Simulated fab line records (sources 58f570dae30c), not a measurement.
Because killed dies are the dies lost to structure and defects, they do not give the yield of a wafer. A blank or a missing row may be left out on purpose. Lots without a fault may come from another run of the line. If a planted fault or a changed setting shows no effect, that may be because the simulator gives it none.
The tool behind it: which one? -- flow berkeley-cmos170 -- 13 lots, 39 wafers sampled, at 5 steps of a route of 331

WHAT THE GAUGES SHOWED, per wafer
UCB170_SPACER_THK_MEAS_01.
lot,measured,on,SPACER_TEOS_THK (nm)
L975,day 6 20:26,film-metro-01,374 372 372
L976,day 7 19:10,film-metro-03,373 373 383
L977,day 8 00:52,film-metro-01,374 373 380
L978,day 8 01:51,film-metro-01,372 375 371
L986,day 10 00:32,film-metro-02,355 358 356 355 358 356
L991,day 10 11:26,film-metro-01,369 376 371
L988,day 10 11:29,film-metro-01,357 355 358 356 355 359
L989,day 10 11:28,film-metro-03,381 375 382
L993,day 11 02:13,film-metro-01,381 386 377
L997,day 11 12:59,film-metro-02,372 366 377
L996,day 11 13:27,film-metro-01,373 381 385
L995,day 11 13:47,film-metro-02,371 374 380
L994,day 11 13:48,film-metro-03,366 378 376

UCB170_SDANNEAL_RS_MEAS_05: uses a four-point probe to measure.
lot,measured,on,NLDD_RS (ohm/sq)
L975,day 7 09:16,film-metro-04,615.7 615.8 614.9
L976,day 8 05:14,film-metro-04,613.2 615.3 615.4
L977,day 8 12:49,film-metro-03,617.7 617.6 617.1
L978,day 8 13:14,film-metro-02,613.8 616.8 616.0
L986,day 10 15:00,film-metro-04,615.7 614.1 613.4
L991,day 10 21:55,film-metro-04,615.6 616.0 615.4
L988,day 10 21:53,film-metro-02,615.1 615.9 614.9
L989,day 10 22:11,film-metro-03,617.7 619.2 617.2
L993,day 11 14:14,film-metro-02,614.1 614.9 614.7
L997,day 12 00:46,film-metro-02,616.8 615.0 615.4
L996,day 12 01:40,film-metro-03,614.0 615.7 613.0
L995,day 12 01:47,film-metro-04,616.5 614.8 615.2
L994,day 12 01:32,film-metro-02,614.9 612.8 613.3

WHAT TOOL EACH LOT RAN ON (gives the tool, then ch and the chambers of the sampled wafers, and finally the start)
lot,UCB170_SPACER_CVD_00,UCB170_SDANNEAL_RTA_00,UCB170_SDANNEAL_RTA_01
L975,"pecvd-03 ch 0,1,2, day 6 20:23","rtp-anneal-02 ch 0, day 7 08:46","rtp-anneal-02 ch 0, day 7 08:50"
L976,"pecvd-01 ch 0,1,2, day 7 19:08","rtp-anneal-02 ch 0, day 8 04:45","rtp-anneal-02 ch 0, day 8 04:49"
L977,"pecvd-01 ch 1,2, day 8 00:50","rtp-anneal-01 ch 0, day 8 12:19","rtp-anneal-01 ch 0, day 8 12:23"
L978,"pecvd-03 ch 0,1,2, day 8 01:48","rtp-anneal-01 ch 0, day 8 12:45","rtp-anneal-01 ch 0, day 8 12:49"
L986,"pecvd-01 ch 0,1,2, day 10 00:29","rtp-anneal-02 ch 0, day 10 14:30","rtp-anneal-02 ch 0, day 10 14:34"
L991,"pecvd-03 ch 0,1, day 10 11:23","rtp-anneal-02 ch 0, day 10 21:25","rtp-anneal-02 ch 0, day 10 21:29"
L988,"pecvd-01 ch 1,2, day 10 11:25","rtp-anneal-01 ch 0, day 10 21:17","rtp-anneal-01 ch 0, day 10 21:25"
L989,"pecvd-03 ch 1,2, day 10 11:25","rtp-anneal-02 ch 0, day 10 21:40","rtp-anneal-02 ch 0, day 10 21:44"
L993,"pecvd-03 ch 1,2, day 11 02:10","rtp-anneal-02 ch 0, day 11 13:45","rtp-anneal-02 ch 0, day 11 13:49"
L997,"pecvd-03 ch 0,1,2, day 11 12:53","rtp-anneal-02 ch 0, day 12 00:17","rtp-anneal-02 ch 0, day 12 00:21"
L996,"pecvd-04 ch 0,2, day 11 13:23","rtp-anneal-02 ch 0, day 12 01:10","rtp-anneal-02 ch 0, day 12 01:14"
L995,"pecvd-03 ch 0,1, day 11 13:44","rtp-anneal-01 ch 0, day 12 01:16","rtp-anneal-01 ch 0, day 12 01:20"
L994,"pecvd-04 ch 0,1, day 11 13:44","rtp-anneal-01 ch 0, day 12 01:02","rtp-anneal-01 ch 0, day 12 01:05"
- UCB170_SPACER_CVD_00: deposits SiO2 from TEOS/O2, target thk 376 nm, time 47 s.
- UCB170_SDANNEAL_RTA_00: time 10 s.
- UCB170_SDANNEAL_RTA_01: time 5 s.

WHAT THE TOOLS THEMSELVES READ (means of the sampled wafers that have a number; where no wafer has one, the mark that the record gives instead)
UCB170_SPACER_CVD_00.
lot,tool,heater-power-w (W),pressure-mtorr (mTorr)
L975,pecvd-03,294,9018
L976,pecvd-01,288,8992
L977,pecvd-01,268,8989
L978,pecvd-03,265,8992
L986,pecvd-01,234,9005
L991,pecvd-03,228,8993
L988,pecvd-01,277,9005
L989,pecvd-03,263,8987
L993,pecvd-03,310,8985
L997,pecvd-03,241,8994
L996,pecvd-04,242,9019
L995,pecvd-03,221,9008
L994,pecvd-04,245,9018

UCB170_SDANNEAL_RTA_00.
lot,tool,lamp-power-pct (%),wafer_temp_C_max
L975,rtp-anneal-02,23.7,904.6
L976,rtp-anneal-02,23.7,904.7
L977,rtp-anneal-01,22.1,902.9
L978,rtp-anneal-01,22.2,903.1
L986,rtp-anneal-02,23.7,904.9
L991,rtp-anneal-02,23.7,904.3
L988,rtp-anneal-01,22.1,903.5
L989,rtp-anneal-02,23.7,904.0
L993,rtp-anneal-02,23.7,904.0
L997,rtp-anneal-02,23.7,904.2
L996,rtp-anneal-02,23.7,904.1
L995,rtp-anneal-01,22.1,903.2
L994,rtp-anneal-01,22.2,902.9

UCB170_SDANNEAL_RTA_01.
lot,tool,lamp-power-pct (%),wafer_temp_C_max
L975,rtp-anneal-02,36.6,1055.4
L976,rtp-anneal-02,36.6,1055.0
L977,rtp-anneal-01,34.2,1053.3
L978,rtp-anneal-01,34.2,1053.6
L986,rtp-anneal-02,36.6,1054.9
L991,rtp-anneal-02,36.6,1055.9
L988,rtp-anneal-01,34.2,1054.1
L989,rtp-anneal-02,36.6,1055.9
L993,rtp-anneal-02,36.6,1055.9
L997,rtp-anneal-02,36.6,1054.7
L996,rtp-anneal-02,36.6,1054.6
L995,rtp-anneal-01,34.2,1053.4
L994,rtp-anneal-01,34.3,1053.6

THE ANSWER, worked out from the rows above alone
Rule: the usual values come from the lots themselves. The widest of any qualifying gaps counts: lots, ordered by their means at a reading, are off when they make up no more than a third of the lots, leave a main group of 4 or more, and stand apart from it by 3 or more times the standard deviation of that group's means. The tables above print the reading to a certain number of digits; a main group whose means all agree to those digits is not used. Also off: a lot with no number at a reading for which 4 or more lots have one. Any other lot the step has rows for is counted as sound. The gauges are gone through in route order, then the tools' own readings, and for those a lot's mean is taken as printed above. The first step at which some lot is off is used, and at that step the reading that is off furthest; a lot without a number counts as furthest.
Off: L986, L988, at UCB170_SPACER_THK_MEAS_01 (SPACER_TEOS_THK). Main group: mean 375 nm, sd 3.2.
A tool fits if, at a process step before that reading, it ran every lot that is off, and no sound lot after the first of them. Gauges at UCB170_SPACER_THK_MEAS_01: tried the same way as those tools. One candidate fits, namely pecvd-01 at UCB170_SPACER_CVD_00. Its last sound lot is L977 (day 8 00:50), its first lot that is off L986 (day 10 00:29): a fault that began between those two fits.

WHAT WAS PUT IN BY THE SIMULATOR
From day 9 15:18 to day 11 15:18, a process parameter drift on pecvd-01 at UCB170_SPACER_CVD_00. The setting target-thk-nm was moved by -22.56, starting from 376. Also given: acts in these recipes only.
Lots struck among those shown: L986, L988. This agrees with what the rule above found.
